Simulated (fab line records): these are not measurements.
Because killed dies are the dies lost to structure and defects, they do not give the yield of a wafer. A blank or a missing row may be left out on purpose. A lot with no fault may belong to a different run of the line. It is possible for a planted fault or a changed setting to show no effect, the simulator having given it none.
Chamber matching | flow berkeley cmos170 | UCB170_GATE_ETCH_14 on rie diel-02 has 4 sister chambers
The step etches BARC in N2/H2. 14 wafers are shown with their chamber, then 7 later ones without.

EACH WAFER AND ITS CHAMBER
wafer  | chamber | throttle valve pct (%) | drypump motor current A (A) | oes product au (a.u.)
L823.2 | 1       | 13.52                  | 5.7                         | 0.962
L823.4 | 0       | 13.20                  | 5.4                         | 1.012
L823.5 | 3       | 13.26                  | 5.7                         | 1.021
L825.1 | 0       | 13.20                  | 5.3                         | 1.007
L825.4 | 1       | 13.53                  | 5.7                         | 0.968
L825.6 | 3       | 13.24                  | 5.8                         | 1.006
L829.1 | 0       | 13.18                  | 5.4                         | 1.010
L829.5 | 1       | 13.51                  | 5.7                         | 0.974
L829.6 | 0       | 13.20                  | 5.4                         | 1.008
L836.2 | 1       | 13.52                  | 5.8                         | 0.967
L836.4 | 3       | 13.23                  | 5.8                         | 1.017
L836.6 | 2       | 13.12                  | 6.0                         | 0.982
L838.3 | 2       | 13.13                  | 6.0                         | 0.976
L838.5 | 1       | 13.54                  | 5.7                         | 0.967

SIGNATURES, as means of the wafers listed above
reading                 | chamber 0 | chamber 1 | chamber 2 | chamber 3 | scatter within a chamber
throttle valve pct      | 13.1950   | 13.5240   | 13.1250   | 13.2433   | 0.0116
drypump motor current A | 5.375     | 5.720     | 6.000     | 5.767     | 0.0471
oes product au          | 1.00925   | 0.96760   | 0.97900   | 1.01467   | 0.00476
Rule: for a wafer and a chamber, the distance is found by dividing, reading by reading, the gap between the wafer's reading and the chamber's mean by the reading's scatter, squaring, summing and taking the root. The wafer belongs to the nearest chamber; if the next one is less than 2 further off, it can't be placed. The scatter: take each reading less its chamber's mean, square it, sum over the shown wafers, divide by the number of wafers less the number of chambers, and take the root.

WAFERS WITHOUT THEIR CHAMBER
wafer  | throttle valve pct (%) | drypump motor current A (A) | oes product au (a.u.)
L838.6 | 13.12                  | 6.1                         | 0.968
L844.2 | 13.12                  | 6.0                         | 0.966
L844.3 | 13.19                  | 5.4                         | 1.009
L844.5 | 13.53                  | 5.7                         | 0.968
L845.1 | 13.23                  | 5.8                         | 1.009
L845.2 | 13.54                  | 5.7                         | 0.974
L845.4 | 13.20                  | 5.4                         | 1.006

THE CHAMBER EACH PASSED THROUGH
wafer  | from the rows above | in truth
L838.6 | 2                   | 2
L844.2 | 2                   | 2
L844.3 | 0                   | 0
L844.5 | 1                   | 1
L845.1 | 3                   | 3
L845.2 | 1                   | 1
L845.4 | 0                   | 0
Correctly placed: 7 of 7. Not placeable from these rows: 0. 0 placed wrongly.
